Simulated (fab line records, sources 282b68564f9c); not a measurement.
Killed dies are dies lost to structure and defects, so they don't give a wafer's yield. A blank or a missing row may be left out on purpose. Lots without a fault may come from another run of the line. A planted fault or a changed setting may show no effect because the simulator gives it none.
Which tool did it? | flow rit_cmos | 7 lots, 21 wafers sampled, at 2 steps of a route of 202

WHAT THE GAUGES READ, wafer by wafer
RIT_NWELL_TW_MEAS_10.
lot  | measured    | on            | NWELL_TW
L350 | day 2 03:28 | film_metro-03 | 2178 2168 2183
L353 | day 2 19:40 | film_metro-03 | 2165 2181 2171
L356 | day 3 11:43 | film_metro-02 | 2138 2142 2124
L360 | day 4 05:10 | film_metro-01 | 2098 2103 2107
L363 | day 4 23:55 | film_metro-01 | 2107 2100 2096
L367 | day 5 21:32 | film_metro-03 | 2164 2168 2170
L371 | day 6 19:34 | film_metro-03 | 2180 2177 2186

WHICH TOOL RAN EACH LOT (tool, then ch and the chambers of the sampled wafers, then the start)
lot  | RIT_NWELL_IMPLANT_08
L350 | implanter-01 ch 0, day 2 03:09
L353 | implanter-03 ch 0, day 2 19:21
L356 | implanter-02 ch 0, day 3 11:24
L360 | implanter-03 ch 0, day 4 04:52
L363 | implanter-02 ch 0, day 4 23:37
L367 | implanter-03 ch 0, day 5 21:13
L371 | implanter-02 ch 0, day 6 19:16
- RIT_NWELL_IMPLANT_08

THE ANSWER, worked out from the rows above alone
Rule: what is usual is taken from the lots themselves. Put in order of their means at a reading, lots are off if they are a third of the lots or fewer, leave a main group of 4 or more, and stand apart from it by a gap of 3 or more times the standard deviation of the main group's means; of several such gaps the widest counts. A main group whose means are all the same, to the digits that the tables above print for the reading, isn't used. A lot without any number at a reading at which 4 lots or more have one is off too. The other lots that the step has rows for count as sound.
No lot is off at any reading shown: from this, nothing can be told.

WHAT THE SIMULATOR HAD PUT IN
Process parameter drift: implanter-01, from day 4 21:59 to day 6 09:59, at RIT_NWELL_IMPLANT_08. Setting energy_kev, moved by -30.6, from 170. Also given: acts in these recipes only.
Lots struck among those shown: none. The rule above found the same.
